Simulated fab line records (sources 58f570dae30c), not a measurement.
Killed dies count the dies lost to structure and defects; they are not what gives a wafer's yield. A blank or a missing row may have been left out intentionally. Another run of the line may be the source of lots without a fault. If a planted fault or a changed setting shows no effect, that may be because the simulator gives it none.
Tool commonality check :: flow berkeley_cmos170 :: Sampled: 14 lots, 42 wafers

## REASON FOR OPENING
UCB170_M3_RS_MEAS_02, reading M3_AL_RS: flagged on 2 of 14 lots. Wafers without a fault read 0.0323 ohm/sq, standard deviation 0.0003.
Rule: a lot gets a flag if all its wafers with a number sit over 4 standard deviations from that mean, or if no wafer of it has a number. The other lots count as sound.

lot: L702
measured: day 8 11:52
on: film_metro-04
M3_AL_RS (ohm/sq), wafer by wafer: 0.0320 0.0322 0.0323
flag: 

lot: L701
measured: day 8 15:31
on: film_metro-03
M3_AL_RS (ohm/sq), wafer by wafer: 0.0322 0.0322 0.0324
flag: 

lot: L704
measured: day 8 20:14
on: film_metro-04
M3_AL_RS (ohm/sq), wafer by wafer: 0.0324 0.0324 0.0327
flag: 

lot: L705
measured: day 8 21:05
on: film_metro-03
M3_AL_RS (ohm/sq), wafer by wafer: 0.0324 0.0324 0.0326
flag: 

lot: L707
measured: day 9 04:35
on: film_metro-04
M3_AL_RS (ohm/sq), wafer by wafer: 0.0318 0.0322 0.0321
flag: 

lot: L709
measured: day 9 04:55
on: film_metro-04
M3_AL_RS (ohm/sq), wafer by wafer: 0.0321 0.0324 0.0324
flag: 

lot: L708
measured: day 9 05:53
on: film_metro-02
M3_AL_RS (ohm/sq), wafer by wafer: 0.0327 0.0323 0.0323
flag: 

lot: L710
measured: day 9 22:36
on: film_metro-04
M3_AL_RS (ohm/sq), wafer by wafer: 0.0313 0.0316 0.0318
flag: 

lot: L711
measured: day 9 22:55
on: film_metro-02
M3_AL_RS (ohm/sq), wafer by wafer: 0.0320 0.0319 0.0322
flag: 

lot: L712
measured: day 10 10:49
on: film_metro-02
M3_AL_RS (ohm/sq), wafer by wafer: 0.0318 0.0319 0.0317
flag: 

lot: L718
measured: day 11 11:47
on: film_metro-03
M3_AL_RS (ohm/sq), wafer by wafer: 0.0373 0.0375 0.0374
flag: FLAGGED

lot: L721
measured: day 12 04:19
on: film_metro-02
M3_AL_RS (ohm/sq), wafer by wafer: 0.0369 0.0369 0.0369
flag: FLAGGED

lot: L722
measured: day 12 11:59
on: film_metro-02
M3_AL_RS (ohm/sq), wafer by wafer: 0.0324 0.0321 0.0323
flag: 

lot: L723
measured: day 12 21:08
on: film_metro-02
M3_AL_RS (ohm/sq), wafer by wafer: 0.0321 0.0321 0.0320
flag: 
Average over the flagged lots: 0.0372 ohm/sq; offset from the usual +0.0049 ohm/sq, equal to +16 standard deviations.

## LOT BY LOT: THE TOOL USED
The record keeps 1 process step preceding the reading, out of 331 steps on the route. Every cell lists first the tool, next ch and the chambers used by the sampled wafers, and last the start.
lot: L702
flag: 
UCB170_M3_SPUTTER_01: pvd_sputter-04, day 8 11:45

lot: L701
flag: 
UCB170_M3_SPUTTER_01: pvd_sputter-04, day 8 15:23

lot: L704
flag: 
UCB170_M3_SPUTTER_01: pvd_sputter-01, day 8 20:06

lot: L705
flag: 
UCB170_M3_SPUTTER_01: pvd_sputter-03, day 8 21:01

lot: L707
flag: 
UCB170_M3_SPUTTER_01: pvd_sputter-04, day 9 04:30

lot: L709
flag: 
UCB170_M3_SPUTTER_01: pvd_sputter-01, day 9 04:46

lot: L708
flag: 
UCB170_M3_SPUTTER_01: pvd_sputter-03, day 9 05:49

lot: L710
flag: 
UCB170_M3_SPUTTER_01: pvd_sputter-01, day 9 22:29

lot: L711
flag: 
UCB170_M3_SPUTTER_01: pvd_sputter-04, day 9 22:49

lot: L712
flag: 
UCB170_M3_SPUTTER_01: pvd_sputter-01, day 10 10:42

lot: L718
flag: FLAGGED
UCB170_M3_SPUTTER_01: pvd_sputter-04, day 11 11:41

lot: L721
flag: FLAGGED
UCB170_M3_SPUTTER_01: pvd_sputter-04, day 12 04:14

lot: L722
flag: 
UCB170_M3_SPUTTER_01: pvd_sputter-01, day 12 11:54

lot: L723
flag: 
UCB170_M3_SPUTTER_01: pvd_sputter-03, day 12 21:04
What is done by these steps:
- UCB170_M3_SPUTTER_01: material Al, target thk 900 nm, time 120 s.
- UCB170_M3_RS_MEAS_02: measures by four-point-probe.

## FLAGGED AGAINST TOTAL, ONE TOOL AT A TIME (gauges that did the reading follow at the end)
step: UCB170_M3_SPUTTER_01
tool: pvd_sputter-01
lots run: 5
flagged: 0
share of the flagged lots: none
sound lots run after its first flagged lot: -

step: UCB170_M3_SPUTTER_01
tool: pvd_sputter-03
lots run: 3
flagged: 0
share of the flagged lots: none
sound lots run after its first flagged lot: -

step: UCB170_M3_SPUTTER_01
tool: pvd_sputter-04
lots run: 6
flagged: 2
share of the flagged lots: all
sound lots run after its first flagged lot: 0

step: UCB170_M3_RS_MEAS_02
tool: film_metro-02
lots run: 6
flagged: 1
share of the flagged lots: some
sound lots run after its first flagged lot: 2 (L722,L723)

step: UCB170_M3_RS_MEAS_02
tool: film_metro-03
lots run: 3
flagged: 1
share of the flagged lots: some
sound lots run after its first flagged lot: 0

step: UCB170_M3_RS_MEAS_02
tool: film_metro-04
lots run: 5
flagged: 0
share of the flagged lots: none
sound lots run after its first flagged lot: -

## WHAT THE TABLE ALLOWS
1 row of the table ran every flagged lot: pvd_sputter-04 at UCB170_M3_SPUTTER_01.
- pvd_sputter-04 at UCB170_M3_SPUTTER_01 ran 6 lots, 2 of them flagged. Its last sound lot is L711 (day 9 22:49), its first flagged lot L718 (day 11 11:41): a fault that began between those two fits.
One tool is left: pvd_sputter-04 at UCB170_M3_SPUTTER_01.

## WHAT THE SIMULATOR HAD INSERTED
Site profile drift: pvd_sputter-04, from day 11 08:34 on, at UCB170_M3_SPUTTER_01. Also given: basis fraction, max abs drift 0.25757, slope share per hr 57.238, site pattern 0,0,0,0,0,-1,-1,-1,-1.
Struck lots among those shown: L718, L721. The same result came from the rule above.
